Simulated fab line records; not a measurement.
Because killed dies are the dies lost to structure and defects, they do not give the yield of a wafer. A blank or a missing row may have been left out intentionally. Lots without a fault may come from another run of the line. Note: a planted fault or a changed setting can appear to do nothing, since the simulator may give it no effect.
fab line records + flow rit-cmos
record
- lots=14
- wafers=42
- last-day=8
route steps=202 shown REOX@101
lots that met no fault: taken from a fault-free run of the same line
start-h: hours from the record's opening day to when the first of the lot's shown wafers began + wait-h: hours elapsed since this lot's preceding step + " identical to the entry in the row above + L1.1+2: a single row standing in for several wafers + - no value, or no start given + * or withheld: withheld + < > ~ a bound
route shown NAME@n: a module of which the file shows steps, and the number in the route of the first + usual: mean/standard deviation of fault-free wafers + same: alike in all rows + chamber/n: place in a boat + sites: each site's reading + _std_site: the values' standard deviation + _edge_site: mean of outer sites minus mean of inner sites + radius-mm: how far each site lies from the wafer's centre + mask NAME#n: copy n + behind: the last tool/chamber to shape the wafer + hold: why the lot was held/for how many hours/how that ended + device: names the non-switching transistor (n, p or np) + end of line: the tests these same wafers got at the end of their route + step lacking rows: just its recipe + killed: dies that structure and defects cost at the first sort, which is not the same as the wafer's yield + map: dies across one wafer; x = killed, . = not, _ = none there
set.NAME: the setting as run; set.NAME@STEP: as run at that earlier step + model.NAME: the simulator's own value behind a step, which no gauge read
a sample of lots followed through the steps of the route, with each step as a table and each wafer as a row
services: the hour from which a tool's chamber was out of use, counted from the record's first day as start-h (under 0 if before that day), plus the number of hours and why
## steps
# step RIT_REOX_OXIDATION_03
# recipe
- temp-c=900
- ambient=O2
- target-thk-a=252
- ox-time-s=5580
| lot.wafer  | tool       | chamber | start-h | wait-h |
|------------|------------|---------|---------|--------|
| L778.2+4+6 | furnace-01 | 0       | 49.13   | 0.0    |
| L779.1+4+5 | furnace-04 | 0       | 52.59   | 0.1    |
| L780.2+5+6 | furnace-01 | 0       | 56.76   | 1.6    |
| L781.1+2+6 | furnace-03 | 0       | 69.84   | 0.1    |
| L783.2+4+5 | furnace-03 | 0       | 69.84   | 0.2    |
| L784.3+4+5 | furnace-04 | 0       | 74.98   | 1.0    |
| L785.2+3+4 | furnace-03 | 0       | 79.21   | 0.0    |
| L788.2+5+6 | furnace-03 | 0       | 94.86   | 0.4    |
| L789.3+4+5 | furnace-04 | 0       | 100.27  | 1.0    |
| L790.4+5+6 | furnace-04 | 0       | 107.47  | 1.1    |
| L791.1+2+6 | furnace-03 | 0       | 110.16  | 0.2    |
| L793.2+3+5 | furnace-03 | 0       | 121.18  | 0.7    |
| L799.4+5+6 | furnace-04 | 0       | 163.06  | 2.6    |
| L800.1+4+6 | furnace-01 | 0       | 165.93  | 1.5    |
# step RIT_REOX_THK_MEAS_04
# recipe
- reads=SiO2_of_REOX_OXIDATION_03
# usual
- REOX_OXIDE_THK=25.3/0.4
| lot.wafer | tool          | chamber | start-h | wait-h | REOX_OXIDE_THK[nm] |
|-----------|---------------|---------|---------|--------|--------------------|
| L778.2    | film-metro-03 | -       | 51.69   | 0.0    | 24.8               |
| L778.4    | "             | -       | "       | "      | 24.8               |
| L778.6    | "             | -       | "       | "      | 24.7               |
| L779.1    | film-metro-02 | -       | 55.14   | 0.0    | 25.6               |
| L779.4    | "             | -       | "       | "      | 25.2               |
| L779.5    | "             | -       | "       | "      | 25.9               |
| L780.2    | film-metro-02 | -       | 59.32   | 0.0    | 24.8               |
| L780.5    | "             | -       | "       | "      | 25.3               |
| L780.6    | "             | -       | "       | "      | 25.3               |
| L781.1    | film-metro-04 | -       | 72.39   | 0.0    | 25.3               |
| L781.2    | "             | -       | "       | "      | 25.6               |
| L781.6    | "             | -       | "       | "      | 25.3               |
| L783.2    | film-metro-03 | -       | 72.40   | 0.0    | 24.7               |
| L783.4    | "             | -       | "       | "      | 25.1               |
| L783.5    | "             | -       | "       | "      | 25.3               |
| L784.3    | film-metro-04 | -       | 77.55   | 0.0    | 25.4               |
| L784.4    | "             | -       | "       | "      | 25.4               |
| L784.5    | "             | -       | "       | "      | 25.3               |
| L785.2    | film-metro-03 | -       | 81.77   | 0.0    | 25.3               |
| L785.3    | "             | -       | "       | "      | 25.3               |
| L785.4    | "             | -       | "       | "      | 25.1               |
| L788.2    | film-metro-02 | -       | 97.42   | 0.0    | 25.3               |
| L788.5    | "             | -       | "       | "      | 25.2               |
| L788.6    | "             | -       | "       | "      | 25.4               |
| L789.3    | film-metro-02 | -       | 102.84  | 0.0    | 25.8               |
| L789.4    | "             | -       | "       | "      | 25.1               |
| L789.5    | "             | -       | "       | "      | 25.6               |
| L790.4    | film-metro-04 | -       | 110.05  | 0.0    | 25.9               |
| L790.5    | "             | -       | "       | "      | 25.5               |
| L790.6    | "             | -       | "       | "      | 25.9               |
| L791.1    | film-metro-03 | -       | 112.71  | 0.0    | 33.0               |
| L791.2    | "             | -       | "       | "      | 32.8               |
| L791.6    | "             | -       | "       | "      | 32.6               |
| L793.2    | film-metro-02 | -       | 123.74  | 0.0    | 31.5               |
| L793.3    | "             | -       | "       | "      | 31.7               |
| L793.5    | "             | -       | "       | "      | 31.5               |
| L799.4    | film-metro-03 | -       | 165.64  | 0.0    | 25.2               |
| L799.5    | "             | -       | "       | "      | 25.2               |
| L799.6    | "             | -       | "       | "      | 25.3               |
| L800.1    | film-metro-04 | -       | 168.48  | 0.0    | 25.9               |
| L800.4    | "             | -       | "       | "      | 26.0               |
| L800.6    | "             | -       | "       | "      | 25.8               |
## services
| tool       | chamber | start-h | hours | kind |
|------------|---------|---------|-------|------|
| furnace-01 | -       | 63.13   | 2.2   | pm   |
| furnace-03 | -       | 133.39  | 4.1   | pm   |
| furnace-04 | -       | 159.15  | 3.9   | pm   |
## key
first-sign
- step=RIT_REOX_THK_MEAS_04
- reading=REOX_OXIDE_THK
- direction=up
- sigmas=17
- usual=25.3
- struck=32.2
effect none on later readings
met-at RIT_REOX_OXIDATION_03
struck-lots L791,L793
tester-left-out L791,L793
onset-between 94.86 110.16
fault
- kind=process-parameter-drift
- tool=furnace-03
- chamber=-
- onset-h=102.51
- steps=RIT_REOX_OXIDATION_03
- channel=ox-time-s
- offset=*
- shape=step
- end-h=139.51
- acts-in=*
- stated=*
# tester-left-out: of these lots the tester's yield and bins aren't shown, on N5 and GAA mostly nor the transistor test; their killed dies are dies lost to structure and defects alone, not to doping, threshold or leakage, so they don't give the yield
